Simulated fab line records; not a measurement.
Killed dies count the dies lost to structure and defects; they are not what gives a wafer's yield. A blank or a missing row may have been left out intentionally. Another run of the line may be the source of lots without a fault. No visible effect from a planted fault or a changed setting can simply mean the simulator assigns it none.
Split-lot study || flow ritCmos || on a route of 202 steps: 5 lots, 23 wafers read

THE SPLIT ITSELF
At RIT_PWELL_IMPLANT_08, the setting doseCm2 was moved away from the recipe's 7e+13 on 8 of the 23 wafers read, by -6.5% to +4.0%. This setting was run at the recipe's value on the other wafers.

FROM THE SPLIT TO THE READING: what the file shows between them, 3 steps
- RIT_PWELL_STRIP_09: strips in O2, time 180 s
- RIT_WELLDRIVE_ANNEAL_00: time 14700 s
- RIT_WELLDRIVE_RS_MEAS_01: measures by four-point-probe

THE READING
PWELL_RS, in ohm/sq, at RIT_WELLDRIVE_RS_MEAS_02 (measures by four-point-probe). On this fab line, fault-free wafers typically give 429.4 ohm/sq with a standard deviation of 1 ohm/sq.

{"wafer": "L074.1", "tool, chamber at the split": "implanter-02, 0", "doseCm2 as run": 6.654e+13, "against the recipe": "-4.9%", "PWELL_RS, ohm/sq": 443.5, "against lot-mates on the recipe": "+15.4"}
{"wafer": "L074.2", "tool, chamber at the split": "implanter-02, 0", "doseCm2 as run": 6.654e+13, "against the recipe": "-4.9%", "PWELL_RS, ohm/sq": 442.2, "against lot-mates on the recipe": "+14.1"}
{"wafer": "L074.4", "tool, chamber at the split": "implanter-02, 0", "doseCm2 as run": 7e+13, "against the recipe": "recipe", "PWELL_RS, ohm/sq": 428.2, "against lot-mates on the recipe": "-"}
{"wafer": "L074.5", "tool, chamber at the split": "implanter-02, 0", "doseCm2 as run": 7e+13, "against the recipe": "recipe", "PWELL_RS, ohm/sq": 428.0, "against lot-mates on the recipe": "-"}
{"wafer": "L074.6", "tool, chamber at the split": "implanter-02, 0", "doseCm2 as run": 6.654e+13, "against the recipe": "-4.9%", "PWELL_RS, ohm/sq": 442.0, "against lot-mates on the recipe": "+13.9"}
{"wafer": "L076.1", "tool, chamber at the split": "implanter-04, 0", "doseCm2 as run": 7e+13, "against the recipe": "recipe", "PWELL_RS, ohm/sq": 430.4, "against lot-mates on the recipe": "-"}
{"wafer": "L076.2", "tool, chamber at the split": "implanter-04, 0", "doseCm2 as run": 7e+13, "against the recipe": "recipe", "PWELL_RS, ohm/sq": 429.3, "against lot-mates on the recipe": "-"}
{"wafer": "L076.5", "tool, chamber at the split": "implanter-04, 0", "doseCm2 as run": 7e+13, "against the recipe": "recipe", "PWELL_RS, ohm/sq": 429.6, "against lot-mates on the recipe": "-"}
{"wafer": "L078.1", "tool, chamber at the split": "implanter-04, 0", "doseCm2 as run": 7.283e+13, "against the recipe": "+4.0%", "PWELL_RS, ohm/sq": 419.4, "against lot-mates on the recipe": -9.8}
{"wafer": "L078.2", "tool, chamber at the split": "implanter-04, 0", "doseCm2 as run": 7e+13, "against the recipe": "recipe", "PWELL_RS, ohm/sq": 428.6, "against lot-mates on the recipe": "-"}
{"wafer": "L078.4", "tool, chamber at the split": "implanter-04, 0", "doseCm2 as run": 7.283e+13, "against the recipe": "+4.0%", "PWELL_RS, ohm/sq": 418.8, "against lot-mates on the recipe": -10.3}
{"wafer": "L078.5", "tool, chamber at the split": "implanter-04, 0", "doseCm2 as run": 7e+13, "against the recipe": "recipe", "PWELL_RS, ohm/sq": 429.7, "against lot-mates on the recipe": "-"}
{"wafer": "L078.6", "tool, chamber at the split": "implanter-04, 0", "doseCm2 as run": 7.283e+13, "against the recipe": "+4.0%", "PWELL_RS, ohm/sq": 420.4, "against lot-mates on the recipe": -8.8}
{"wafer": "L083.1", "tool, chamber at the split": "implanter-01, 0", "doseCm2 as run": 7e+13, "against the recipe": "recipe", "PWELL_RS, ohm/sq": 429.5, "against lot-mates on the recipe": "-"}
{"wafer": "L083.2", "tool, chamber at the split": "implanter-01, 0", "doseCm2 as run": 7e+13, "against the recipe": "recipe", "PWELL_RS, ohm/sq": 428.4, "against lot-mates on the recipe": "-"}
{"wafer": "L083.3", "tool, chamber at the split": "implanter-01, 0", "doseCm2 as run": 7e+13, "against the recipe": "recipe", "PWELL_RS, ohm/sq": 429.3, "against lot-mates on the recipe": "-"}
{"wafer": "L083.4", "tool, chamber at the split": "implanter-01, 0", "doseCm2 as run": 7e+13, "against the recipe": "recipe", "PWELL_RS, ohm/sq": 430.4, "against lot-mates on the recipe": "-"}
{"wafer": "L083.6", "tool, chamber at the split": "implanter-01, 0", "doseCm2 as run": 7e+13, "against the recipe": "recipe", "PWELL_RS, ohm/sq": 428.6, "against lot-mates on the recipe": "-"}
{"wafer": "L084.1", "tool, chamber at the split": "implanter-04, 0", "doseCm2 as run": 6.548e+13, "against the recipe": "-6.5%", "PWELL_RS, ohm/sq": 448.8, "against lot-mates on the recipe": "+20.5"}
{"wafer": "L084.2", "tool, chamber at the split": "implanter-04, 0", "doseCm2 as run": 7e+13, "against the recipe": "recipe", "PWELL_RS, ohm/sq": 427.5, "against lot-mates on the recipe": "-"}
{"wafer": "L084.3", "tool, chamber at the split": "implanter-04, 0", "doseCm2 as run": 6.548e+13, "against the recipe": "-6.5%", "PWELL_RS, ohm/sq": 447.3, "against lot-mates on the recipe": "+19.0"}
{"wafer": "L084.4", "tool, chamber at the split": "implanter-04, 0", "doseCm2 as run": 7e+13, "against the recipe": "recipe", "PWELL_RS, ohm/sq": 428.9, "against lot-mates on the recipe": "-"}
{"wafer": "L084.5", "tool, chamber at the split": "implanter-04, 0", "doseCm2 as run": 7e+13, "against the recipe": "recipe", "PWELL_RS, ohm/sq": 428.6, "against lot-mates on the recipe": "-"}

THE FIT
A straight line over all 23 wafers: PWELL_RS changes by -2.7 ohm/sq for each +1% of doseCm2; r = -0.99; the points scatter about the line by 1 ohm/sq.
The same after taking each lot's own level away (the mean of its wafers on the recipe; 23 wafers): -2.81 ohm/sq for each +1%; r = -0.99; scatter 0.96 ohm/sq.
On that fit, the largest move of doseCm2 shifts the reading by 18 ohm/sq.
The lots' own levels span 428.10 to 429.77 ohm/sq, that is 1.7 times the standard deviation above.
The two slopes agree, so the slope changes little with the lot-to-lot level.
Check: with one of the wafers moved furthest among these (-6.5%) left out of the fit, the line predicts +18.1 ohm/sq for it against its lot-mates. Against them it came out at +20.5 ohm/sq.

THE OTHER SPLITS THESE WAFERS WENT THROUGH
Other splits were also applied to these wafers ahead of the reading. Each is held against what the fit with the lots' levels taken away leaves over:
{"other split on the same wafers": "RIT_ACTIVE_COAT_06 resistThkNm", "wafers away from the commonest value": 6, "r with PWELL_RS (lot level and that fit taken away)": -0.37}
{"other split on the same wafers": "RIT_ACTIVE_DEVELOP_10 developTimeS", "wafers away from the commonest value": 6, "r with PWELL_RS (lot level and that fit taken away)": "+0.21"}
{"other split on the same wafers": "RIT_FOX1_OXIDATION_00 tempC", "wafers away from the commonest value": 15, "r with PWELL_RS (lot level and that fit taken away)": "+0.39"}
{"other split on the same wafers": "RIT_NWELL_IMPLANT_08 doseCm2", "wafers away from the commonest value": 10, "r with PWELL_RS (lot level and that fit taken away)": "+0.01"}
{"other split on the same wafers": "RIT_PWELL_COAT_01 spinRpm", "wafers away from the commonest value": 12, "r with PWELL_RS (lot level and that fit taken away)": -0.20}

THE FILE'S OWN FIT
PWELL_RS changes by -2.88 ohm/sq for each +1% of doseCm2, r = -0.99.
